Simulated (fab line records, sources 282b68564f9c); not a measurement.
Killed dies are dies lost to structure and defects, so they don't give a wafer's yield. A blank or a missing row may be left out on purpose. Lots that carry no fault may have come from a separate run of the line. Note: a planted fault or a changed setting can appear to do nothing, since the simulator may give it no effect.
fab line records	flow rit-cmos
record lots=6	wafers=18	last-day=7
route steps=202 shown NSD@141 PSD@142 SDANNEAL@153 PLDD@159 NLDD@160 SILICIDE@161 CONTACT@168 M1@202
lots that met no fault: taken from a fault-free run of the same line
start-h: start of the lot's first displayed wafer, in hours after the record's first day	wait-h: hours from the lot's prior step to this one	" identical to the entry in the row above	L1.1+2: a row that stands for several wafers	- no value, or no start given	* or withheld: withheld	< > ~ a bound
route shown NAME@n: NAME is a module with steps in the file, n the number in the route of the first one	usual: mean/standard deviation of fault-free wafers	same: alike in all rows	chamber/n: place in a boat	sites: each site's reading	_std_site: how widely they spread, as a standard deviation	_edge_site: mean of outer sites minus mean of inner sites	radius-mm: how far each site lies from the wafer's centre	mask NAME#n: copy n	behind: tool/chamber where the wafer was last shaped	hold: why the lot went on hold/how many hours it stayed there/how the hold came to an end	device: the n, p or np transistor that did not switch	end of line: at the end of the route, the tests of the same wafers	a step without rows: its recipe alone	killed: the dies lost at the first sort to structure and to defects; this is not the yield of the wafer	map: dies across one wafer; x = killed, . = not, _ = none there
set.NAME: the setting that was run; set.NAME@STEP: the one run at that earlier step	model.NAME: the simulator's own value behind a step, which no gauge read
lots seen at some steps along the route; tables by step, rows by wafer
services: a tool's chamber out of use, with start hour (start-h, from the record's first day; less than 0 if before it), hours out, and reason
## steps
# step RIT_NSD_TW_MEAS_10
# usual NSD_TW=3132/18
lot.wafer	tool	chamber	start-h	wait-h	NSD_TW
L845.1	film-metro-01	-	65.00	0.1	3116
L845.4	"	-	"	"	3101
L845.5	"	-	"	"	3104
L847.2	film-metro-03	-	75.44	0.1	3135
L847.4	"	-	"	"	3119
L847.5	"	-	"	"	3114
L857.3	film-metro-03	-	123.38	0.1	3129
L857.4	"	-	"	"	3120
L857.5	"	-	"	"	3118
L858.1	film-metro-01	-	125.89	0.1	3121
L858.3	"	-	"	"	3133
L858.5	"	-	"	"	3135
L859.3	film-metro-02	-	130.01	0.1	3140
L859.5	"	-	"	"	3150
L859.6	"	-	"	"	3145
L864.2	film-metro-03	-	157.98	0.1	3133
L864.5	"	-	"	"	3129
L864.6	"	-	"	"	3150
# step RIT_PSD_HMDS_00
# recipe prime-time-s=60	prime-temp-c=140
# step RIT_PSD_COAT_01
# recipe resist=NOVOLAK	spin-rpm=3250	resist-thk-nm=1000
# step RIT_PSD_SOFTBAKE_02
# recipe resist=NOVOLAK	temp-c=90	time-s=60
# step RIT_PSD_EXPOSE_03
# recipe mask-id=M10	na=0.57	target-cd-nm=40900	dose-mj=250
# step RIT_PSD_PEB_04
# recipe resist=NOVOLAK	temp-c=withheld	time-s=withheld
# step RIT_PSD_DEVELOP_05
# recipe resist=NOVOLAK	develop-time-s=50	dev-temp-c=21.9
# step RIT_PSD_OVL_MEAS_06
# usual PSD_OVL=-0.7/1.3
lot.wafer	tool	chamber	start-h	wait-h	PSD_OVL[nm]
L845.1	overlay-01	-	65.91	-	-0.7
L845.4	"	-	"	"	-1.0
L845.5	"	-	"	"	-0.7
L847.2	overlay-01	-	76.61	-	-0.8
L847.4	"	-	"	"	-0.7
L847.5	"	-	"	"	-1.2
L857.3	overlay-01	-	124.57	-	-3.2
L857.4	"	-	"	"	-0.6
L857.5	"	-	"	"	-2.1
L858.1	overlay-02	-	126.80	-	-0.7
L858.3	"	-	"	"	-1.7
L858.5	"	-	"	"	-1.2
L859.3	overlay-02	-	130.91	-	0.7
L859.5	"	-	"	"	-0.8
L859.6	"	-	"	"	-1.2
L864.2	overlay-02	-	159.05	-	-2.0
L864.5	"	-	"	"	-1.3
L864.6	"	-	"	"	-1.6
# step RIT_PSD_HARDBAKE_07
# recipe resist=NOVOLAK	temp-c=140	time-s=60
# step RIT_PSD_IMPLANT_08
# recipe species=BF2	energy-kev=27	dose-cm2=5e+15	tilt-deg=7
# step RIT_PSD_STRIP_09
# recipe chemistry=O2	time-s=180	resist=NOVOLAK	platen-temp-c=withheld	power-w=500	pressure-mtorr=4000	o2-flow-sccm=4000
# usual drypump-motor-current-A=6.06/0.28
# same time-s=180
lot.wafer	tool	chamber	start-h	wait-h	drypump-motor-current-A	rf-hours-counter-h
L845.1	plasma-asher-04	1	66.24	0.1	5.38	27
L845.4	"	1	"	"	5.38	-
L845.5	"	0	"	"	5.80	-
L847.2	plasma-asher-03	0	76.94	0.1	5.90	42
L847.4	"	0	"	"	5.93	-
L847.5	"	1	"	"	6.13	-
L857.3	plasma-asher-03	0	125.34	0.1	5.92	-
L857.4	"	1	"	"	6.13	-
L857.5	"	1	"	"	6.11	-
L858.1	plasma-asher-02	1	127.14	0.1	6.30	1
L858.3	"	1	"	"	6.30	-
L858.5	"	0	"	"	6.27	-
L859.3	plasma-asher-02	1	131.29	0.1	6.30	-
L859.5	"	1	"	"	6.29	-
L859.6	"	0	"	"	6.31	-
L864.2	plasma-asher-02	1	159.38	0.1	6.33	7
L864.5	"	1	"	"	6.31	-
L864.6	"	0	"	"	6.28	-
# step RIT_PSD_TW_MEAS_10
# usual PSD_TW=3445/23
lot.wafer	tool	chamber	start-h	wait-h	PSD_TW
L845.1	film-metro-02	-	66.42	0.1	3480
L845.4	"	-	"	"	3509
L845.5	"	-	"	"	3499
L847.2	film-metro-01	-	77.13	0.1	3450
L847.4	"	-	"	"	3448
L847.5	"	-	"	"	3454
L857.3	film-metro-02	-	125.48	0.1	3456
L857.4	"	-	"	"	3448
L857.5	"	-	"	"	3459
L858.1	film-metro-02	-	127.31	0.1	3454
L858.3	"	-	"	"	3448
L858.5	"	-	"	"	3441
L859.3	film-metro-02	-	131.43	0.1	3442
L859.5	"	-	"	"	3461
L859.6	"	-	"	"	3474
L864.2	film-metro-01	-	159.57	0.1	3443
L864.5	"	-	"	"	3436
L864.6	"	-	"	"	3431
# step RIT_SDANNEAL_CLEAN_00
# recipe chemistry=SC1	mix=3:3:50	time-s=600	temp-c=75
# same time-s=600
lot.wafer	tool	chamber	start-h	wait-h
L845.1+4+5	wet-bench-04	3	66.48	0.1
L847.2+4+5	wet-bench-02	0	77.18	0.0
L857.3+4+5	wet-bench-03	1	125.52	0.0
L858.1+3+5	wet-bench-02	1	127.37	0.1
L859.3+5+6	wet-bench-02	1	131.47	0.0
L864.2+5+6	wet-bench-03	2	159.62	0.0
# step RIT_SDANNEAL_CLEAN_01
# recipe chemistry=dHF	dilution=50:1	time-s=30
# step RIT_SDANNEAL_CLEAN_02
# recipe chemistry=SC2	mix=3:3:50	time-s=600	temp-c=75	dry=n2-spin
# step RIT_SDANNEAL_RTA_03
# recipe temp-c=1050	time-s=5	idle-temp-c=600	ramp-up-c-per-s=342	ramp-down-c-per-s=171	cool-to-c=600	ambient=N2
# step RIT_SDANNEAL_RS_MEAS_04
# recipe thk-meas-gauge=four-point-probe
# usual PSD_RS=115.8/0.37
lot.wafer	tool	chamber	start-h	wait-h	PSD_RS[ohm/sq]
L845.1	film-metro-03	-	66.90	0.0	115.1
L845.4	"	-	"	"	115.3
L845.5	"	-	"	"	115.1
L847.2	film-metro-01	-	78.16	0.1	116.4
L847.4	"	-	"	"	116.2
L847.5	"	-	"	"	116.2
L857.3	film-metro-03	-	126.02	0.1	115.8
L857.4	"	-	"	"	115.5
L857.5	"	-	"	"	116.1
L858.1	film-metro-03	-	127.80	0.0	115.9
L858.3	"	-	"	"	115.5
L858.5	"	-	"	"	115.8
L859.3	film-metro-03	-	131.96	0.1	115.6
L859.5	"	-	"	"	115.2
L859.6	"	-	"	"	115.3
L864.2	film-metro-01	-	160.06	0.1	116.1
L864.5	"	-	"	"	115.8
L864.6	"	-	"	"	116.1
# step RIT_SDANNEAL_RS_MEAS_05
# recipe thk-meas-gauge=four-point-probe
# usual NSD_RS=84.3/0.33
lot.wafer	tool	chamber	start-h	wait-h	NSD_RS[ohm/sq]
L845.1	film-metro-03	-	67.02	0.1	84.0
L845.4	"	-	"	"	84.0
L845.5	"	-	"	"	84.2
L847.2	film-metro-01	-	78.28	0.1	84.9
L847.4	"	-	"	"	84.6
L847.5	"	-	"	"	84.6
L857.3	film-metro-03	-	126.14	0.1	84.1
L857.4	"	-	"	"	84.0
L857.5	"	-	"	"	83.9
L858.1	film-metro-03	-	127.92	0.1	84.0
L858.3	"	-	"	"	84.6
L858.5	"	-	"	"	84.2
L859.3	film-metro-03	-	132.08	0.1	83.8
L859.5	"	-	"	"	84.2
L859.6	"	-	"	"	84.1
L864.2	film-metro-01	-	160.18	0.1	84.4
L864.5	"	-	"	"	84.2
L864.6	"	-	"	"	84.2
# step RIT_SDANNEAL_RS_MEAS_06
# recipe thk-meas-gauge=four-point-probe
# usual PLDD_RS=179.5/0.7
lot.wafer	tool	chamber	start-h	wait-h	PLDD_RS[ohm/sq]
L845.1	film-metro-03	-	67.14	0.1	179.2
L845.4	"	-	"	"	179.4
L845.5	"	-	"	"	179.4
L847.2	film-metro-01	-	78.40	0.1	180.0
L847.4	"	-	"	"	179.8
L847.5	"	-	"	"	180.0
L857.3	film-metro-03	-	126.26	0.1	179.1
L857.4	"	-	"	"	178.6
L857.5	"	-	"	"	179.1
L858.1	film-metro-03	-	128.04	0.1	178.9
L858.3	"	-	"	"	179.4
L858.5	"	-	"	"	179.0
L859.3	film-metro-03	-	132.20	0.1	178.4
L859.5	"	-	"	"	178.6
L859.6	"	-	"	"	178.8
L864.2	film-metro-01	-	160.30	0.1	179.6
L864.5	"	-	"	"	180.1
L864.6	"	-	"	"	180.4
# step RIT_SDANNEAL_RS_MEAS_07
# recipe thk-meas-gauge=four-point-probe
# usual NLDD_RS=151.5/0.51
lot.wafer	tool	chamber	start-h	wait-h	NLDD_RS[ohm/sq]
L845.1	film-metro-03	-	67.26	0.1	150.8
L845.4	"	-	"	"	150.9
L845.5	"	-	"	"	151.1
L847.2	film-metro-01	-	78.52	0.1	151.9
L847.4	"	-	"	"	151.4
L847.5	"	-	"	"	151.3
L857.3	film-metro-03	-	126.38	0.1	151.8
L857.4	"	-	"	"	151.4
L857.5	"	-	"	"	151.1
L858.1	film-metro-03	-	128.16	0.1	151.9
L858.3	"	-	"	"	151.5
L858.5	"	-	"	"	151.8
L859.3	film-metro-03	-	132.32	0.1	151.0
L859.5	"	-	"	"	150.6
L859.6	"	-	"	"	150.8
L864.2	film-metro-01	-	160.42	0.1	151.2
L864.5	"	-	"	"	151.6
L864.6	"	-	"	"	151.7
# step RIT_SILICIDE_WET_ETCH_00
# recipe chemistry=BOE	target=SiO2	target-depth-nm=14	time-s=15	dry=n2-spin	dilution=10:1	temp-c=21.5
# step RIT_SILICIDE_SPUTTER_01
# recipe material=Ti	target-thk-nm=30	power-w=350	chamber-pressure-pa=0.667	gas=Ar	time-s=240	substrate-temp-c=25
# usual throttle-valve-pct=30.7/0.94
# same time-s=240
lot.wafer	tool	chamber	start-h	wait-h	throttle-valve-pct
L845.1	pvd-sputter-01	-	67.40	0.0	29.8
L845.4	"	-	"	"	31.1
L845.5	"	-	"	"	31.2
L847.2	pvd-sputter-01	-	78.63	0.0	30.7
L847.4	"	-	"	"	31.3
L847.5	"	-	"	"	30.9
L857.3	pvd-sputter-01	-	126.47	0.0	31.2
L857.4	"	-	"	"	29.7
L857.5	"	-	"	"	30.7
L858.1	pvd-sputter-04	-	128.30	0.0	31.1
L858.3	"	-	"	"	32.0
L858.5	"	-	"	"	31.4
L859.3	pvd-sputter-01	-	132.42	0.0	30.7
L859.5	"	-	"	"	31.4
L859.6	"	-	"	"	29.6
L864.2	pvd-sputter-01	-	160.54	0.0	30.6
L864.5	"	-	"	"	30.7
L864.6	"	-	"	"	30.9
# step RIT_SILICIDE_RS_MEAS_02
# recipe thk-meas-gauge=four-point-probe	reads=Ti_of_SILICIDE_SPUTTER_01
# usual SILICIDE_TI_RS=48.2/0.76
lot.wafer	tool	chamber	start-h	wait-h	SILICIDE_TI_RS[ohm/sq]
L845.1	film-metro-04	-	67.55	0.1	49.1
L845.4	"	-	"	"	50.1
L845.5	"	-	"	"	50.1
L847.2	film-metro-04	-	78.80	0.1	48.5
L847.4	"	-	"	"	48.4
L847.5	"	-	"	"	48.9
L857.3	film-metro-04	-	126.66	0.1	48.1
L857.4	"	-	"	"	47.6
L857.5	"	-	"	"	47.2
L858.1	film-metro-02	-	128.45	0.1	47.6
L858.3	"	-	"	"	48.2
L858.5	"	-	"	"	48.4
L859.3	film-metro-02	-	132.61	0.1	48.1
L859.5	"	-	"	"	48.7
L859.6	"	-	"	"	48.0
L864.2	film-metro-02	-	160.71	0.1	49.6
L864.5	"	-	"	"	49.6
L864.6	"	-	"	"	49.9
# step RIT_SILICIDE_THK_MEAS_03
# recipe thk-meas-gauge=xrf	reads=Ti_of_SILICIDE_SPUTTER_01
# usual SILICIDE_TI_THK=29.8/0.39
lot.wafer	tool	chamber	start-h	wait-h	SILICIDE_TI_THK[nm]
L845.1	film-metro-04	-	67.67	0.1	29.5
L845.4	"	-	"	"	29.1
L845.5	"	-	"	"	28.9
L847.2	film-metro-04	-	78.91	0.1	29.7
L847.4	"	-	"	"	29.7
L847.5	"	-	"	"	29.5
L857.3	film-metro-04	-	126.76	0.1	29.7
L857.4	"	-	"	"	29.9
L857.5	"	-	"	"	30.1
L858.1	film-metro-02	-	128.57	0.1	30.3
L858.3	"	-	"	"	29.9
L858.5	"	-	"	"	29.7
L859.3	film-metro-02	-	132.71	0.1	30.0
L859.5	"	-	"	"	29.8
L859.6	"	-	"	"	30.1
L864.2	film-metro-02	-	160.82	0.1	29.2
L864.5	"	-	"	"	29.2
L864.6	"	-	"	"	29.1
# step RIT_SILICIDE_RTA_04
# recipe temp-c=650	time-s=10	idle-temp-c=25	ramp-up-s=5	ramp-down-s=5	cool-to-c=25	ambient=N2
# usual wafer_temp_C_max=652.8/0.55
# same time-s=10
lot.wafer	tool	chamber	start-h	wait-h	wafer_temp_C_max
L845.1	rtp-anneal-02	0	67.73	0.1	652.4
L845.4	"	0	"	"	652.7
L845.5	"	0	"	"	652.4
L847.2	rtp-anneal-02	0	78.97	0.1	653.0
L847.4	"	0	"	"	652.4
L847.5	"	0	"	"	651.9
L857.3	rtp-anneal-02	0	126.82	0.1	653.2
L857.4	"	0	"	"	652.6
L857.5	"	0	"	"	653.8
L858.1	rtp-anneal-01	0	128.63	0.1	653.0
L858.3	"	0	"	"	653.6
L858.5	"	0	"	"	652.6
L859.3	rtp-anneal-02	0	132.77	0.1	652.7
L859.5	"	0	"	"	653.1
L859.6	"	0	"	"	651.9
L864.2	rtp-anneal-01	0	160.88	0.1	652.7
L864.5	"	0	"	"	653.6
L864.6	"	0	"	"	653.0
# step RIT_SILICIDE_WET_ETCH_05
# recipe chemistry=SPM	target=Ti	temp-c=90	time-s=120	dry=n2-spin
# step RIT_SILICIDE_RTA_06
# recipe temp-c=750	time-s=10.37	idle-temp-c=25	ramp-up-s=5	ramp-down-s=10	cool-to-c=25	ambient=N2
# usual wafer_temp_C_max=753.2/0.7
# same time-s=10.37
lot.wafer	tool	chamber	start-h	wait-h	wafer_temp_C_max
L845.1	rtp-anneal-02	0	67.83	0.0	753.9
L845.4	"	0	"	"	754.0
L845.5	"	0	"	"	753.2
L847.2	rtp-anneal-01	0	79.09	0.0	752.8
L847.4	"	0	"	"	755.3
L847.5	"	0	"	"	754.2
L857.3	rtp-anneal-01	0	126.93	0.0	754.1
L857.4	"	0	"	"	753.4
L857.5	"	0	"	"	753.1
L858.1	rtp-anneal-02	0	128.73	0.0	753.0
L858.3	"	0	"	"	753.0
L858.5	"	0	"	"	752.7
L859.3	rtp-anneal-01	0	132.88	0.0	754.3
L859.5	"	0	"	"	753.9
L859.6	"	0	"	"	754.1
L864.2	rtp-anneal-02	0	160.99	0.0	754.8
L864.5	"	0	"	"	753.0
L864.6	"	0	"	"	753.9
# step RIT_CONTACT_CVD_00
# recipe material=SiO2	target-thk-nm=400	precursor=TEOS	temp-c=390	time-s=61	rf-w=400
# step RIT_CONTACT_THK_MEAS_01
# recipe reads=SiO2_of_CONTACT_CVD_00
# usual CONTACT_TEOS_THK=401/5.4
lot.wafer	tool	chamber	start-h	wait-h	CONTACT_TEOS_THK[nm]
L845.1	film-metro-01	-	67.95	0.0	395
L845.4	"	-	"	"	401
L845.5	"	-	"	"	403
L847.2	film-metro-03	-	79.23	0.1	400
L847.4	"	-	"	"	404
L847.5	"	-	"	"	405
L857.3	film-metro-01	-	127.05	0.0	393
L857.4	"	-	"	"	401
L857.5	"	-	"	"	400
L858.1	film-metro-04	-	128.85	0.0	394
L858.3	"	-	"	"	393
L858.5	"	-	"	"	404
L859.3	film-metro-03	-	133.00	0.0	404
L859.5	"	-	"	"	403
L859.6	"	-	"	"	410
L864.2	film-metro-01	-	161.10	0.0	402
L864.5	"	-	"	"	409
L864.6	"	-	"	"	408
# step RIT_CONTACT_HMDS_02
# recipe prime-time-s=60	prime-temp-c=140
# step RIT_CONTACT_COAT_03
# recipe resist=NOVOLAK	spin-rpm=3250	resist-thk-nm=1000
# step RIT_CONTACT_SOFTBAKE_04
# recipe resist=NOVOLAK	temp-c=90	time-s=60
# step RIT_CONTACT_EXPOSE_05
# recipe mask-id=M11	na=0.6	source-shape=conventional	sigma-outer=0.5	target-cd-nm=1000	dose-mj=250
# step RIT_CONTACT_PEB_06
# recipe resist=NOVOLAK	temp-c=withheld	time-s=withheld
# step RIT_CONTACT_DEVELOP_07
# recipe resist=NOVOLAK	develop-time-s=120	dev-temp-c=23
# step RIT_CONTACT_CD_MEAS_08
# recipe target-cd-nm=1000
# usual cd-nm=1000.5/2
lot.wafer	tool	chamber	start-h	wait-h	cd-nm
L845.1	cd-sem-02	-	68.98	-	1001.7
L845.4	"	-	"	"	1002.1
L845.5	"	-	"	"	1001.8
L847.2	cd-sem-02	-	80.26	-	997.8
L847.4	"	-	"	"	1000.1
L847.5	"	-	"	"	998.0
L857.3	cd-sem-01	-	128.10	-	1000.6
L857.4	"	-	"	"	999.0
L857.5	"	-	"	"	1000.5
L858.1	cd-sem-02	-	130.00	-	1002.7
L858.3	"	-	"	"	1000.2
L858.5	"	-	"	"	999.9
L859.3	cd-sem-01	-	134.17	-	1001.4
L859.5	"	-	"	"	1001.9
L859.6	"	-	"	"	1001.7
L864.2	cd-sem-01	-	162.45	-	997.3
L864.5	"	-	"	"	999.6
L864.6	"	-	"	"	996.6
# step RIT_CONTACT_OVL_MEAS_09
# usual CONTACT_OVL=-0.5/1.3
lot.wafer	tool	chamber	start-h	wait-h	CONTACT_OVL[nm]
L845.1	overlay-01	-	69.10	0.1	-0.7
L845.4	"	-	"	"	0.3
L845.5	"	-	"	"	-1.5
L847.2	overlay-02	-	80.37	0.1	-0.6
L847.4	"	-	"	"	-1.4
L847.5	"	-	"	"	-1.2
L857.3	overlay-01	-	128.19	0.1	3.2
L857.4	"	-	"	"	0.9
L857.5	"	-	"	"	-0.1
L858.1	overlay-01	-	130.12	0.1	-2.4
L858.3	"	-	"	"	-0.4
L858.5	"	-	"	"	-1.5
L859.3	overlay-02	-	134.26	0.1	-0.8
L859.5	"	-	"	"	-0.7
L859.6	"	-	"	"	0.1
L864.2	overlay-01	-	162.56	0.1	-0.4
L864.5	"	-	"	"	0.7
L864.6	"	-	"	"	1.0
# step RIT_CONTACT_HARDBAKE_10
# recipe resist=NOVOLAK	temp-c=140	time-s=60
# step RIT_CONTACT_ETCH_11
# recipe target-depth-a=4800	over-etch-frac=0.2	stop-on=TiSi2	chemistry=CHF3/CF4/Ar	target=SiO2	CHF3_flow_sccm=50	cf4-flow-sccm=10	Ar_flow_sccm=100	O2_flow_sccm=5	pressure-mtorr=100	rf-w=195	time-s=320
# usual drypump-motor-current-A=5.9/0.46	oes-product-au=0.989/0.022	throttle-valve-pct=8.85/0.16
# same time-s=320
lot.wafer	tool	chamber	start-h	wait-h	drypump-motor-current-A	oes-product-au	rf-hours-counter-h	throttle-valve-pct
L845.1	rie-diel-04	2	69.28	0.1	5.7	0.960	7	8.87
L845.4	"	0	"	"	5.5	0.991	150	8.95
L845.5	"	1	"	"	5.2	0.992	-	8.56
L847.2	rie-diel-02	1	80.57	0.1	5.7	0.964	5	8.68
L847.4	"	0	"	"	6.5	0.977	128	8.81
L847.5	"	0	"	"	6.5	0.979	-	8.81
L857.3	rie-diel-01	1	128.36	0.1	6.2	0.963	9	9.13
L857.4	"	3	"	"	5.0	1.005	3	8.82
L857.5	"	0	"	"	6.5	0.999	-	8.67
L858.1	rie-diel-04	1	130.31	0.1	5.2	0.986	41	8.56
L858.3	"	3	"	"	5.5	0.988	13	8.86
L858.5	"	1	"	"	5.2	0.982	-	8.56
L859.3	rie-diel-01	3	134.43	0.1	5.0	1.002	3	8.84
L859.5	"	3	"	"	5.0	0.994	-	8.82
L859.6	"	0	"	"	6.5	0.997	-	8.67
L864.2	rie-diel-02	2	162.74	0.1	5.7	1.016	74	8.91
L864.5	"	2	"	"	5.7	1.017	-	8.89
L864.6	"	1	"	"	5.7	0.970	-	8.68
# step RIT_CONTACT_STRIP_12
# recipe chemistry=O2	time-s=180	resist=NOVOLAK	platen-temp-c=withheld	power-w=500	pressure-mtorr=4000	o2-flow-sccm=4000
# step RIT_CONTACT_CD_MEAS_90
# recipe target-cd-nm=1000
# usual cd-nm=1000.4/2
lot.wafer	tool	chamber	start-h	wait-h	cd-nm
L845.1	cd-sem-02	-	69.65	0.1	1001.1
L845.4	"	-	"	"	1002.3
L845.5	"	-	"	"	1002.2
L847.2	cd-sem-01	-	80.96	0.1	997.7
L847.4	"	-	"	"	1000.2
L847.5	"	-	"	"	998.1
L857.3	cd-sem-01	-	128.77	0.1	1000.4
L857.4	"	-	"	"	999.2
L857.5	"	-	"	"	1000.1
L858.1	cd-sem-01	-	130.68	0.1	1002.7
L858.3	"	-	"	"	999.3
L858.5	"	-	"	"	999.3
L859.3	cd-sem-02	-	134.84	0.1	1001.2
L859.5	"	-	"	"	1001.8
L859.6	"	-	"	"	1000.7
L864.2	cd-sem-02	-	163.13	0.1	997.2
L864.5	"	-	"	"	999.2
L864.6	"	-	"	"	997.5
# step RIT_CONTACT_CLEAN_13
# recipe chemistry=SC1	mix=3:3:50	time-s=600	temp-c=75
# step RIT_M1_PROBE_99
# usual killed-at-contacts=0.1/0.25	killed-at-front-end=6.8/2.9	killed-dies=6.9/2.9	killed-on-rim=1.7/1.3	killed-open=3.3/1.9	killed-short=3.6/1.9
# same gross-dies=264	killed_at_M0_to_M3=0	killed_at_M4_up=0	killed-at-back-side=0	killed-at-other=0
lot.wafer	tool	chamber	start-h	wait-h	hold	killed-at-contacts	killed-at-front-end	killed-dies	killed-on-rim	killed-open	killed-short
L845.1	prober-02	-	74.32	0.1	-	0	9	9	1	6	3
L845.4	prober-02	-	74.47	0.2	-	0	7	7	1	3	4
L845.5	prober-02	-	74.52	0.2	-	0	6	6	2	3	3
L847.2	prober-02	-	85.60	0.1	-	0	7	7	1	3	4
L847.4	prober-02	-	85.70	0.2	-	0	5	5	1	3	2
L847.5	prober-02	-	85.75	0.2	-	0	6	6	1	3	3
L857.3	prober-01	-	133.36	0.2	-	0	10	10	2	4	6
L857.4	prober-01	-	133.41	0.2	-	0	10	10	4	4	6
L857.5	prober-01	-	133.46	0.2	-	0	11	11	3	5	6
L858.1	prober-02	-	135.21	0.1	await-dispo/5.5h/release	0	26	26	7	3	4
L858.3	prober-02	-	135.31	0.2	await-dispo/5.5h/release	0	27	27	8	4	1
L858.5	prober-02	-	135.41	0.2	await-dispo/5.5h/release	0	21	21	7	0	0
L859.3	prober-01	-	139.53	0.2	await-dispo/1.7h/release	0	27	27	9	3	4
L859.5	prober-01	-	139.63	0.2	await-dispo/1.7h/release	0	27	27	8	2	3
L859.6	prober-01	-	139.68	0.2	await-dispo/1.7h/release	0	33	33	9	4	6
# killed by level:class
L845.1 FOX2:geometric-particle:open=3 GATE:geometric-particle:short=2 REOX:geometric-particle:open=2 GATE:geometric-particle:open=1 SPACER:geometric-particle:short=1
L845.4 GATE:geometric-particle:open=3 GATE:geometric-particle:short=2 REOX:geometric-particle:short=2
L845.5 GATE:geometric-particle:short=3 GATE:geometric-particle:open=2 FOX2:geometric-particle:open=1
L847.2 FOX1:geometric-particle:short=3 FOX1:geometric-particle:open=1 GATE:geometric-particle:short=1 GATE:geometric-particle:open=1 SILICIDE:geometric-particle:open=1
L847.4 SILICIDE:geometric-particle:open=3 FOX1:geometric-particle:short=1 GATE:geometric-particle:short=1
L847.5 SPACER:geometric-particle:open=2 GATE:geometric-particle:open=1 GATE:geometric-particle:short=1 REOX:geometric-particle:short=1 SILICIDE:geometric-particle:short=1
L857.3 GATE:geometric-particle:open=4 FOX1:geometric-particle:short=2 GATE:geometric-particle:short=2 REOX:geometric-particle:short=1 SILICIDE:geometric-particle:short=1
L857.4 GATE:geometric-particle:short=3 REOX:geometric-particle:short=3 FOX1:geometric-particle:open=1 GATE:geometric-particle:open=1 REOX:geometric-particle:open=1 SPACER:geometric-particle:open=1
L857.5 GATE:geometric-particle:short=4 GATE:geometric-particle:open=4 REOX:geometric-particle:short=2 SPACER:geometric-particle:open=1
L858.1 SDANNEAL:unspecified=19 FOX2:geometric-particle:short=2 REOX:geometric-particle:open=2 GATE:geometric-particle:short=1 GATE:geometric-particle:open=1 SILICIDE:geometric-particle:short=1
L858.3 SDANNEAL:unspecified=22 SILICIDE:geometric-particle:open=2 FOX1:geometric-particle:short=1 FOX1:geometric-particle:open=1 GATE:geometric-particle:open=1
L858.5 SDANNEAL:unspecified=21
L859.3 SDANNEAL:unspecified=20 FOX1:geometric-particle:short=2 GATE:geometric-particle:open=2 FOX2:geometric-particle:short=1 REOX:geometric-particle:short=1 REOX:geometric-particle:open=1
L859.5 SDANNEAL:unspecified=22 SILICIDE:geometric-particle:short=2 FOX1:geometric-particle:open=1 REOX:geometric-particle:short=1 SILICIDE:geometric-particle:open=1
L859.6 SDANNEAL:unspecified=23 REOX:geometric-particle:short=4 FOX1:geometric-particle:open=3 FOX1:geometric-particle:short=1 GATE:geometric-particle:short=1 REOX:geometric-particle:open=1
# map L858.3 (x killed, . not)
________......._______
_____.............____
____............x..___
___.................__
__..................._
__.................x._
_.....................
_.x.x........x........
_xxxxx................
_xxxxx................
__xxxxx.............._
__xxxxx.............._
___x................__
____...............___
_____.............____
________x......_______
# map L859.6 (x killed, . not)
________......._______
_____.............____
____.......x.......___
___....x............__
__.............x....._
__........x.........._
_...................x.
_x....................
_.xxx.................
_xxxx.x............x..
__xxxx.x...x........._
__xxxx.x........x...._
___x.xx.......x.....__
____x........x.....___
_____.............____
________......._______
## services
tool	chamber	start-h	hours	kind
rie-diel-04	3	52.55	3.8	repair
rie-diel-01	2	67.31	4.3	repair
rtp-anneal-01	-	79.63	5.0	pm
pvd-sputter-01	-	80.12	3.4	repair
wet-bench-03	-	105.54	1.9	repair
plasma-asher-02	-	108.75	9.0	pm
plasma-asher-02	0	108.75	9.0	vent-cycle
plasma-asher-02	1	108.75	9.0	vent-cycle
rie-diel-01	3	113.13	12.9	repair
plasma-asher-02	0	117.75	-	clean
plasma-asher-02	1	117.75	-	clean
rie-diel-04	2	121.33	7.5	repair
plasma-asher-03	-	128.34	14.6	pm
rie-diel-04	0	140.55	-	clean
rie-diel-04	0	140.55	24.1	scheduled-down
rie-diel-04	0	140.55	24.1	vent-cycle
plasma-asher-04	-	154.19	2.9	repair
rie-diel-02	-	154.74	1.4	repair
## key
first-sign step=RIT_M1_PROBE_99	reading=killed-at-front-end	direction=up	sigmas=6.9	usual=6.8	struck=26.8
effect step=RIT_M1_PROBE_99	reading=killed-dies	direction=up	sigmas=6.8	usual=6.9	struck=26.8
met-at RIT_SDANNEAL_CLEAN_00
struck-wafers L858.1,L858.3,L858.5,L859.3,L859.5,L859.6
tester-left-out L858,L859
onset-between 77.18 127.37
fault kind=chamber-particle-source	tool=wet-bench-02	chamber=-	onset-h=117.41	steps=RIT_SDANNEAL_CLEAN_00	rate-per-visit-cm2=0.45214	end-h=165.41
# tester-left-out: of these lots the tester's yield and bins aren't shown, on N5 and GAA mostly nor the transistor test; their killed dies are dies lost to structure and defects alone, not to doping, threshold or leakage, so they don't give the yield
